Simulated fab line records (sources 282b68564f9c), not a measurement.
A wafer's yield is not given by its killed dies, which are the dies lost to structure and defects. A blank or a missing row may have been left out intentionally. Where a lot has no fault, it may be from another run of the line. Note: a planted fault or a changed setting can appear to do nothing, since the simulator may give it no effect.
Struck lot and sound lot, side by side    flow rit cmos    3 steps out of a route of 202
Sound: wafers L790.1, L790.5, L790.6. The struck wafers were L804.3, L804.5, L804.6. The cause is given at the end.
For every step that has rows: the tool of each side, followed by ch and its chambers, followed by its first start. Under that, the readings that differ: sound wafers    struck wafers    difference of the means    sigmas: that difference in standard deviations of wafers without a fault.
alike: same words and numbers on both sides, and readings whose means sit less than 2 such deviations apart. not compared: any withheld reading, any reading some wafer has no value for, any bound like >300 that may hide the same value, and any number with overlapping values for which the record gives no deviation.
The two part at a step that has a row with sigmas, a row that says differs or no value, or rows on one side only. Numbers that don't overlap but have no deviation are shown without sigmas and don't part them. Lack of a reading on every wafer of one side parts them only where that side has two or more wafers.

RIT_ACTIVE_BOW_MEAS_00:
  sound on film metro-02, day 1 20:00; struck on film metro-02, day 4 18:02
  alike: INCOMING_BOW
RIT_ACTIVE_OXIDATION_01: target thk 46.8 nm, ox time 3360 s.
  struck on furnace-04, day 4 18:57; sound on furnace-01 ch 0, day 1 21:17
  no value came back on the struck wafers for ox temp c (C), ox temp c max, tube center temp C (C), zone power source pct (%); on the sound wafers ox temp c (C) reads 1000.0 1000.0 999.9
then, 1 step without rows for these wafers: RIT_ACTIVE_CVD_03 (deposits Si3N4 from SiH2Cl2/NH3, target thk 150 nm, time 1500 s).

## WHERE THEY PART
Only at RIT_ACTIVE_OXIDATION_01, as far as this record shows.

WHY: whatever the simulator had introduced
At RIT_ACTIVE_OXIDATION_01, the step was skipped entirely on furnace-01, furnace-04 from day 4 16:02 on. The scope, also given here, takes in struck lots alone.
